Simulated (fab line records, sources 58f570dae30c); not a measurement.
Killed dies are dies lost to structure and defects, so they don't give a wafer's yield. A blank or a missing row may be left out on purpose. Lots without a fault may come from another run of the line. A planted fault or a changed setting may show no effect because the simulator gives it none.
One fault seen from 2 desks | flow berkeley_cmos170 | each desk has only its own numbers; what lay behind them comes last

THE TOOL OWNER'S DESK: rie_metal-01
The tool's own readings at UCB170_M3_METAL_ETCH_18 (etches Al in Cl2/BCl3, stops on SiO2, target depth 1170 nm, time 195 s): means of the sampled wafers that have a number, for each lot that ran on this tool. A lot is out of limits, marked OUT, if its mean lies more than 4 standard deviations from the usual mean; the brackets give that distance.
Columns: A = drypump_motor_current_A at UCB170_M3_METAL_ETCH_18, usual 5.4 A; B = mfc_cl2_sccm at UCB170_M3_METAL_ETCH_18, usual 90.03 sccm; C = oes_product_au at UCB170_M3_METAL_ETCH_18, usual 0.866 a.u.; D = run_length_s at UCB170_M3_METAL_ETCH_18, usual 223.2 s; E = throttle_valve_pct at UCB170_M3_METAL_ETCH_18, usual 24.4 %
lot  | first seen here | A   | B     | C                | D                       | E
L100 | day 8 07:21     | 5.3 | 89.87 | 0.850            | 223.6                   | 24.0
L104 | day 8 23:43     | 5.5 | 89.98 | 0.860            | 223.4                   | 24.2
L105 | day 9 11:18     | 5.3 | 90.06 | 0.858            | 223.5                   | 24.0
L112 | day 10 18:59    | 5.5 | 90.00 | 0.863            | 223.6                   | 24.3
L118 | day 11 21:46    | 5.5 | 90.23 | 0.955 (+7.4) OUT | 160.0 (-99 or more) OUT | 24.2
This desk's finding: out of limits on L118; first on L118, day 11 21:46 (oes_product_au at UCB170_M3_METAL_ETCH_18). In limits: L100, L104, L105, L112.

THE METROLOGY DESK
What the gauges read, lot by lot, whatever tool the lot ran on: means of the sampled wafers that have a number. A lot is out of limits, marked OUT, if its mean lies more than 4 standard deviations from the usual mean; the brackets give that distance.
Columns: A = cd_nm at UCB170_V2_CD_MEAS_12, usual 699.6 nm; B = cd_nm at UCB170_M3_CD_MEAS_90, usual 701 nm
lot  | first seen here | A     | B
L999 | day 7 21:58     | 699.6 | 698
L100 | day 8 03:59     | 700.9 | 701
L103 | day 8 06:46     | 698.1 | 706
L104 | day 8 20:07     | 700.2 | 699
L102 | day 8 20:41     | 700.1 | 708
L105 | day 9 08:22     | 698.4 | 696
L108 | day 9 22:31     | 698.2 | 706
L109 | day 10 14:47    | 699.5 | 695
L112 | day 10 15:26    | 698.5 | 697
L111 | day 10 15:49    | 699.3 | 704
L118 | day 11 18:38    | 701.5 | 712
L121 | day 12 10:14    | 699.8 | 708
L120 | day 12 10:29    | 699.6 | 701
This desk's finding: nothing out of limits on any of the 13 lots.

PUT TOGETHER
The tool owner's desk could have raised an alarm at day 11 21:46, on L118.
The metrology desk saw nothing out of limits.
The metrology desk has L118 on record, within its limits.
Of the lots named, all ran UCB170_M3_METAL_ETCH_18 on rie_metal-01.

WHAT THE SIMULATOR HAD PUT IN
Process parameter drift: rie_metal-01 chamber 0, from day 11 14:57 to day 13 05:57, at UCB170_M3_METAL_ETCH_18. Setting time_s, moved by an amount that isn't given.
Lots struck among those shown: L118.
Hours from the fault's start to each desk's first reading out of limits: the tool owner's desk, 7.
